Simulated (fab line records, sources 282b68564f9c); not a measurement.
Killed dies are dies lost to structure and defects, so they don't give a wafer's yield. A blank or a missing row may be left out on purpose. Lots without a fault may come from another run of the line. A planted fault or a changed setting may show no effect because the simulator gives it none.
fab line records | flow rit_cmos
record lots=6 wafers=18 last_day=7
route steps=202 shown PLDD@159 NLDD@160 SILICIDE@161 CONTACT@168
lots that met no fault: from a run of the same line without faults
start_h: hours from the record's first day to the start of the lot's first wafer shown | wait_h: hours since the lot's step before | " the same as in the row above | L1.1+2: a row that stands for several wafers | - no value, or no start given | * or withheld: withheld | < > ~ a bound
route shown NAME@n: a module of which the file shows steps, and the number in the route of the first | usual: mean/standard deviation of fault-free wafers | same: alike in all rows | chamber/n: place in a boat | sites: the reading at each site | _std_site: their standard deviation | _edge_site: outer sites' mean less inner sites' | radius_mm: how far each site lies from the wafer's centre | mask NAME#n: copy n | behind: the tool/chamber that last shaped the wafer | hold: why the lot was held/for how many hours/how that ended | device: the transistor (n, p or np) that didn't switch | end of line: the same wafers' tests at the end of the route | a step without rows: its recipe alone | killed: dies lost to structure and defects at the first sort, not the wafer's yield | map: a wafer's dies, x killed, . not, _ none there
set.NAME: the setting as run; set.NAME@STEP: as run at that earlier step | model.NAME: the simulator's own value behind a step, which no gauge read
lots at some steps of the route; a table a step, a row a wafer
services: from which hour (start_h, from the record's first day; less than 0 if before it) a tool's chamber was out of use, for how many hours, and why
## steps
# step RIT_SDANNEAL_RS_MEAS_06
# recipe thk_meas_gauge=four-point-probe
# usual PLDD_RS=178.5/0.5
# columns lot.wafer tool chamber start_h wait_h PLDD_RS[ohm/sq]
L574.1 film_metro-04 - 60.56 0.1 179.1
L574.4 " - " " 178.2
L574.6 " - " " 178.4
L583.1 film_metro-04 - 106.98 0.1 177.4
L583.2 " - " " 177.6
L583.3 " - " " 178.0
L584.1 film_metro-01 - 112.50 0.1 179.1
L584.3 " - " " 178.6
L584.5 " - " " 178.6
L586.3 film_metro-01 - 125.76 0.1 177.9
L586.4 " - " " 178.6
L586.6 " - " " 178.1
L589.1 film_metro-02 - 140.88 0.1 178.5
L589.2 " - " " 178.7
L589.6 " - " " 179.3
L590.3 film_metro-01 - 151.43 0.1 178.8
L590.4 " - " " 178.6
L590.6 " - " " 178.3
# step RIT_SDANNEAL_RS_MEAS_07
# recipe thk_meas_gauge=four-point-probe
# usual NLDD_RS=151.5/0.45
# columns lot.wafer tool chamber start_h wait_h NLDD_RS[ohm/sq]
L574.1 film_metro-04 - 60.68 0.1 151.6
L574.4 " - " " 151.1
L574.6 " - " " 151.4
L583.1 film_metro-04 - 107.10 0.1 151.9
L583.2 " - " " 151.5
L583.3 " - " " 151.6
L584.1 film_metro-01 - 112.62 0.1 151.5
L584.3 " - " " 151.4
L584.5 " - " " 151.1
L586.3 film_metro-01 - 125.88 0.1 151.2
L586.4 " - " " 151.3
L586.6 " - " " 150.7
L589.1 film_metro-02 - 141.00 0.1 152.0
L589.2 " - " " 152.2
L589.6 " - " " 152.4
L590.3 film_metro-01 - 151.55 0.1 151.2
L590.4 " - " " 151.9
L590.6 " - " " 152.1
# step RIT_SILICIDE_WET_ETCH_00
# recipe chemistry=BOE target=SiO2 target_depth_nm=14 time_s=15 dry=n2_spin dilution=10:1 temp_c=21.5
# step RIT_SILICIDE_SPUTTER_01
# recipe material=Ti target_thk_nm=30 power_w=350 chamber_pressure_pa=0.667 gas=Ar time_s=240 substrate_temp_c=25
# usual substrate_temp_c=24.98/0.1 throttle_valve_pct=30.0/1
# columns lot.wafer tool chamber start_h wait_h substrate_temp_c throttle_valve_pct
L574.1 pvd_sputter-02 - 60.81 0.0 24.87 31.0
L574.4 " - " " 24.86 29.9
L574.6 " - " " 25.00 31.1
L583.1 pvd_sputter-03 - 107.24 0.0 25.02 28.4
L583.2 " - " " 24.99 30.0
L583.3 " - " " 25.00 30.7
L584.1 pvd_sputter-02 - 112.77 0.0 24.92 30.7
L584.3 " - " " 24.86 29.5
L584.5 " - " " 25.04 30.9
L586.3 pvd_sputter-03 - 125.97 0.0 25.00 30.6
L586.4 " - " " 24.93 28.2
L586.6 " - " " 24.97 28.2
L589.1 pvd_sputter-02 - 141.13 0.0 24.84 31.5
L589.2 " - " " 24.89 29.8
L589.6 " - " " 24.85 30.6
L590.3 pvd_sputter-01 - 151.64 0.0 24.97 29.0
L590.4 " - " " 24.95 29.8
L590.6 " - " " 25.04 31.1
# step RIT_SILICIDE_RS_MEAS_02
# recipe thk_meas_gauge=four-point-probe reads=Ti_of_SILICIDE_SPUTTER_01
# usual SILICIDE_TI_RS=47.9/0.71
# columns lot.wafer tool chamber start_h wait_h SILICIDE_TI_RS[ohm/sq]
L574.1 film_metro-01 - 60.96 0.1 47.3
L574.4 " - " " 47.2
L574.6 " - " " 47.4
L583.1 film_metro-03 - 107.39 0.1 49.1
L583.2 " - " " 49.7
L583.3 " - " " 49.2
L584.1 film_metro-03 - 112.92 0.1 48.1
L584.3 " - " " 48.0
L584.5 " - " " 47.7
L586.3 film_metro-03 - 126.16 0.1 47.5
L586.4 " - " " 46.9
L586.6 " - " " 47.2
L589.1 film_metro-01 - 141.28 0.1 47.7
L589.2 " - " " 47.8
L589.6 " - " " 47.5
L590.3 film_metro-03 - 151.83 0.1 47.7
L590.4 " - " " 47.6
L590.6 " - " " 47.6
# step RIT_SILICIDE_THK_MEAS_03
# recipe thk_meas_gauge=xrf reads=Ti_of_SILICIDE_SPUTTER_01
# usual SILICIDE_TI_THK=30.0/0.37
# columns lot.wafer tool chamber start_h wait_h SILICIDE_TI_THK[nm]
L574.1 film_metro-01 - 61.08 0.1 30.2
L574.4 " - " " 30.4
L574.6 " - " " 30.1
L583.1 film_metro-03 - 107.51 0.1 29.4
L583.2 " - " " 29.1
L583.3 " - " " 29.4
L584.1 film_metro-03 - 113.04 0.1 29.7
L584.3 " - " " 29.9
L584.5 " - " " 30.0
L586.3 film_metro-03 - 126.26 0.1 30.4
L586.4 " - " " 30.7
L586.6 " - " " 30.5
L589.1 film_metro-01 - 141.40 0.1 30.1
L589.2 " - " " 30.1
L589.6 " - " " 30.2
L590.3 film_metro-03 - 151.93 0.1 30.1
L590.4 " - " " 30.1
L590.6 " - " " 30.1
# step RIT_SILICIDE_RTA_04
# recipe temp_c=650 time_s=10 idle_temp_c=25 ramp_up_s=5 ramp_down_s=5 cool_to_c=25 ambient=N2
# usual wafer_temp_C_max=655.3/1.1
# columns lot.wafer tool chamber start_h wait_h wafer_temp_C_max
L574.1 rtp_anneal-01 0 61.14 0.1 654.9
L574.4 " 0 " " 655.7
L574.6 " 0 " " 658.5
L583.1 rtp_anneal-02 0 107.57 0.1 655.3
L583.2 " 0 " " 654.5
L583.3 " 0 " " 655.0
L584.1 rtp_anneal-01 0 113.10 0.1 655.8
L584.3 " 0 " " 654.8
L584.5 " 0 " " 656.2
L586.3 rtp_anneal-01 0 126.33 0.1 655.7
L586.4 " 0 " " 656.4
L586.6 " 0 " " 656.1
L589.1 rtp_anneal-02 0 141.46 0.1 654.1
L589.2 " 0 " " 655.0
L589.6 " 0 " " 655.0
L590.3 rtp_anneal-01 0 152.00 0.1 656.0
L590.4 " 0 " " 654.8
L590.6 " 0 " " 654.9
# step RIT_SILICIDE_WET_ETCH_05
# recipe chemistry=SPM target=Ti temp_c=90 time_s=120 dry=n2_spin
# step RIT_SILICIDE_RTA_06
# recipe temp_c=750 time_s=10 idle_temp_c=25 ramp_up_s=5 ramp_down_s=10 cool_to_c=25 ambient=N2
# usual wafer_temp_C_max=755.9/1
# columns lot.wafer tool chamber start_h wait_h wafer_temp_C_max
L574.1 rtp_anneal-02 0 61.26 0.0 756.3
L574.4 " 0 " " 756.2
L574.6 " 0 " " 756.5
L583.1 rtp_anneal-01 0 107.72 0.0 756.5
L583.2 " 0 " " 756.1
L583.3 " 0 " " 754.7
L584.1 rtp_anneal-02 0 113.20 0.0 755.0
L584.3 " 0 " " 756.1
L584.5 " 0 " " 757.9
L586.3 rtp_anneal-02 0 126.43 0.0 757.3
L586.4 " 0 " " 755.4
L586.6 " 0 " " 755.1
L589.1 rtp_anneal-01 0 141.58 0.0 755.1
L589.2 " 0 " " 757.0
L589.6 " 0 " " 756.8
L590.3 rtp_anneal-02 0 152.11 0.0 755.4
L590.4 " 0 " " 755.2
L590.6 " 0 " " 754.7
# step RIT_CONTACT_CVD_00
# recipe material=SiO2 target_thk_nm=400 precursor=TEOS temp_c=390 time_s=61 rf_w=400
# usual heater_power_w=333/55
# columns lot.wafer tool chamber start_h wait_h heater_power_w since_wet_clean_h
L574.1 pecvd-04 0 61.32 0.1 313 212
L574.4 " 2 " " 337 -
L574.6 " 0 " " 234 -
L583.1 pecvd-04 0 107.78 0.1 311 259
L583.2 " 1 " " 292 259
L583.3 " 2 " " 318 259
L584.1 pecvd-02 0 113.27 0.1 271 669
L584.3 " 1 " " 340 669
L584.5 " 0 " " 284 -
L586.3 pecvd-04 0 126.48 0.0 309 277
L586.4 " 0 " " 319 -
L586.6 " 2 " " 324 -
L589.1 pecvd-04 1 141.64 0.1 344 292
L589.2 " 0 " " 291 292
L589.6 " 2 " " 308 -
L590.3 pecvd-02 2 152.15 0.0 332 707
L590.4 " 2 " " 351 -
L590.6 " 0 " " 284 -
# step RIT_CONTACT_THK_MEAS_01
# recipe reads=SiO2_of_CONTACT_CVD_00
# usual CONTACT_TEOS_THK=399/4.8
# columns lot.wafer tool chamber start_h wait_h CONTACT_TEOS_THK[nm]
L574.1 film_metro-03 - 61.37 0.0 392
L574.4 " - " " 402
L574.6 " - " " 403
L583.1 film_metro-04 - 107.83 0.0 393
L583.2 " - " " 395
L583.3 " - " " 400
L584.1 film_metro-04 - 113.32 0.0 395
L584.3 " - " " 399
L584.5 " - " " 403
L586.3 film_metro-04 - 126.55 0.0 396
L586.4 " - " " 399
L586.6 " - " " 403
L589.1 film_metro-04 - 141.69 0.0 393
L589.2 " - " " 397
L589.6 " - " " 402
L590.3 film_metro-03 - 152.22 0.0 398
L590.4 " - " " 405
L590.6 " - " " 403
# step RIT_CONTACT_HMDS_02
# recipe prime_time_s=60 prime_temp_c=140
# step RIT_CONTACT_COAT_03
# recipe resist=NOVOLAK spin_rpm=3250 resist_thk_nm=1000
# usual chill_plate_temp_C=23.00/0.1 dispense_pressure_kPa=49.2/2.5
# columns lot.wafer tool chamber start_h wait_h chill_plate_temp_C dispense_pressure_kPa
L574.1 litho_track-02 0 61.58 0.1 22.96 45.9
L574.4 " 0 " " 22.92 46.0
L574.6 " 0 " " 22.97 46.0
L583.1 litho_track-04 - 108.04 0.1 - -
L583.2 " - " " - -
L583.3 " - " " - -
L584.1 litho_track-03 - 113.53 0.1 - -
L584.3 " - " " - -
L584.5 " - " " - -
L586.3 litho_track-03 0 126.79 0.1 22.90 51.8
L586.4 " 0 " " 23.02 51.8
L586.6 " 0 " " 23.06 51.8
L589.1 litho_track-03 0 141.90 0.1 22.85 51.8
L589.2 " 0 " " 22.90 51.7
L589.6 " 0 " " 23.00 51.7
L590.3 litho_track-02 0 152.46 0.1 22.75 46.0
L590.4 " 0 " " 22.83 46.0
L590.6 " 0 " " 23.03 46.0
# step RIT_CONTACT_SOFTBAKE_04
# recipe resist=NOVOLAK temp_c=90 time_s=60
# step RIT_CONTACT_EXPOSE_05
# recipe mask_id=M11 na=0.6 source_shape=conventional sigma_outer=0.5 target_cd_nm=1000 dose_mj=250
# step RIT_CONTACT_PEB_06
# recipe resist=NOVOLAK temp_c=withheld time_s=withheld
# step RIT_CONTACT_DEVELOP_07
# recipe resist=NOVOLAK develop_time_s=120 dev_temp_c=23
# step RIT_CONTACT_CD_MEAS_08
# recipe target_cd_nm=1000
# usual cd_nm=1000.1/2.6
# columns lot.wafer tool chamber start_h wait_h cd_nm
L574.1 cd_sem-01 - 62.52 - 998.3
L574.4 " - " " 997.7
L574.6 " - " " 998.0
L583.1 cd_sem-01 - 108.86 - -
L583.2 " - " " -
L583.3 " - " " -
L584.1 cd_sem-01 - 114.35 - -
L584.3 " - " " -
L584.5 " - " " -
L586.3 cd_sem-01 - 127.72 - 1001.7
L586.4 " - " " 1001.4
L586.6 " - " " 1001.8
L589.1 cd_sem-02 - 142.72 - 994.8
L589.2 " - " " 994.4
L589.6 " - " " 994.0
L590.3 cd_sem-01 - 153.40 - 998.4
L590.4 " - " " 1001.2
L590.6 " - " " 996.9
# step RIT_CONTACT_OVL_MEAS_09
# usual CONTACT_OVL=-0.4/1.3
# columns lot.wafer tool chamber start_h wait_h CONTACT_OVL[nm]
L574.1 overlay-01 - 62.64 0.1 -2.3
L574.4 " - " " -0.9
L574.6 " - " " -3.1
L583.1 overlay-02 - 108.98 0.1 -
L583.2 " - " " -
L583.3 " - " " -
L584.1 overlay-01 - 114.47 0.1 -
L584.3 " - " " -
L584.5 " - " " -
L586.3 overlay-02 - 127.81 0.1 -0.6
L586.4 " - " " -0.6
L586.6 " - " " -0.7
L589.1 overlay-02 - 142.84 0.1 -2.2
L589.2 " - " " 0.2
L589.6 " - " " -0.8
L590.3 overlay-01 - 153.49 0.1 0.1
L590.4 " - " " 0.9
L590.6 " - " " -0.9
## services
# columns tool chamber start_h hours kind
pvd_sputter-02 - 68.50 4.9 repair
pvd_sputter-02 - 69.62 0.8 repair
pecvd-04 - 71.04 1.2 repair
pvd_sputter-03 - 84.26 0.6 repair
pvd_sputter-01 - 95.11 4.5 repair
pvd_sputter-02 - 105.72 4.6 repair
pvd_sputter-02 - 125.03 1.6 repair
## key
first_sign step=RIT_CONTACT_COAT_03 reading=tool_record direction=missing
effect step=RIT_CONTACT_CD_MEAS_08 reading=cd_nm direction=missing
effect step=RIT_CONTACT_OVL_MEAS_09 reading=CONTACT_OVL direction=missing
met_at RIT_CONTACT_COAT_03
struck_wafers L583.1,L583.2,L583.3,L584.1,L584.3,L584.5
later_rows_left_out L583.1,L583.2,L583.3,L584.1,L584.3,L584.5
sort_left_out L583.1,L583.2,L583.3,L584.1,L584.3,L584.5
tester_left_out L583,L584
fault kind=skipped_step_whole tool=litho_track-03,litho_track-04 chamber=- onset_h=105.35 steps=RIT_CONTACT_COAT_03 scope=struck_lots_only
# tester_left_out: of these lots the tester's yield and bins aren't shown, on N5 and GAA mostly nor the transistor test; their killed dies are dies lost to structure and defects alone, not to doping, threshold or leakage, so they don't give the yield
# sort_left_out: the simulated sort isn't trusted on such a fault, so these wafers' sort isn't shown, and their yield isn't known
# later_rows_left_out: the simulator's readings of these wafers behind a module that went badly wrong aren't trusted and aren't shown, but for the sort
